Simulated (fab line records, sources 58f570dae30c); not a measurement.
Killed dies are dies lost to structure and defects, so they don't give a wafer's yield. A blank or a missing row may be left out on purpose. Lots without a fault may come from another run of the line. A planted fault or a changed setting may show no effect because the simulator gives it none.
Which tool did it? | flow berkeley_cmos170 | 13 lots, 39 wafers sampled, at 2 steps of a route of 331

WHAT THE GAUGES READ, wafer by wafer
UCB170_V1_CD_MEAS_12: target cd 700 nm. Usual: cd_nm 700.3 nm, standard deviation 1.3.
lot  | measured     | on        | cd_nm (nm)        | flag
L742 | day 8 23:58  | cd_sem-02 | 701.3 700.0 699.3 |
L744 | day 9 05:31  | cd_sem-02 | 700.7 699.7 699.8 |
L749 | day 11 04:20 | cd_sem-02 | 699.7 698.9 697.9 |
L750 | day 11 04:35 | cd_sem-02 | 699.6 701.3 700.6 |
L751 | day 11 05:47 | cd_sem-02 | 701.0 698.5 700.1 |
L752 | day 11 05:29 | cd_sem-02 | 699.5 699.2 699.2 |
L753 | day 11 14:09 | cd_sem-02 | 700.1 701.8 699.9 |
L755 | day 11 23:33 | cd_sem-02 | 699.7 701.3 700.7 |
L756 | day 11 23:19 | cd_sem-02 | 700.3 701.4 700.7 |
L757 | day 12 15:39 | cd_sem-02 | 700.8 701.7 701.3 |
L762 | day 12 23:49 | cd_sem-02 | 698.8 698.7 700.3 |
L761 | day 13 03:55 | cd_sem-02 | 697.2 699.6 698.9 |
L763 | day 13 08:50 | cd_sem-02 | 702.3 701.2 700.9 |

WHICH TOOL RAN EACH LOT (tool, then ch and the chambers of the sampled wafers, then the start)
lot  | UCB170_V1_CVD_00
L742 | pecvd-03 ch 1,2, day 8 21:56
L744 | pecvd-04 ch 0,1,2, day 9 02:59
L749 | pecvd-01 ch 0,1,2, day 11 01:58
L750 | pecvd-03 ch 0,1, day 11 01:58
L751 | pecvd-01 ch 0,1,2, day 11 03:17
L752 | pecvd-04 ch 1,2, day 11 03:17
L753 | pecvd-04 ch 0,1, day 11 12:08
L755 | pecvd-01 ch 0,1,2, day 11 19:17
L756 | pecvd-04 ch 0,2, day 11 20:37
L757 | pecvd-04 ch 0,1,2, day 12 13:52
L762 | pecvd-01 ch 0,1, day 12 20:08
L761 | pecvd-01 ch 0,1,2, day 13 00:57
L763 | pecvd-01 ch 0,1, day 13 06:22
- UCB170_V1_CVD_00: deposits SiO2 from TEOS/O2, target thk 2000 nm, time 250 s.

WHAT THE TOOLS THEMSELVES READ (means of the sampled wafers that have a number; where no wafer has one, the mark that the record gives instead)
UCB170_V1_CVD_00. Usual: heater_power_w 250 W, standard deviation 67.
lot  | tool     | heater_power_w (W) | flag
L742 | pecvd-03 | 274                |
L744 | pecvd-04 | 260                |
L749 | pecvd-01 | 268                |
L750 | pecvd-03 | 211                |
L751 | pecvd-01 | 244                |
L752 | pecvd-04 | 280                |
L753 | pecvd-04 | 264                |
L755 | pecvd-01 | 285                |
L756 | pecvd-04 | 243                |
L757 | pecvd-04 | 241                |
L762 | pecvd-01 | 223                |
L761 | pecvd-01 | 225                |
L763 | pecvd-01 | 273                |

THE ANSWER, worked out from the rows above alone
Rule: a lot is off if the mean of its wafers that have a number lies more than 3 standard deviations from the usual mean. A lot without any number at a reading at which 4 lots or more have one is off too. The other lots that the step has rows for count as sound. The gauges are gone through in route order, then the tools' own readings, and for those a lot's mean is taken as printed above. The first step at which some lot is off is used, and at that step the reading that is off furthest; a lot without a number counts as furthest.
No lot is off at any reading shown: from this, nothing can be told.

WHAT THE SIMULATOR HAD PUT IN
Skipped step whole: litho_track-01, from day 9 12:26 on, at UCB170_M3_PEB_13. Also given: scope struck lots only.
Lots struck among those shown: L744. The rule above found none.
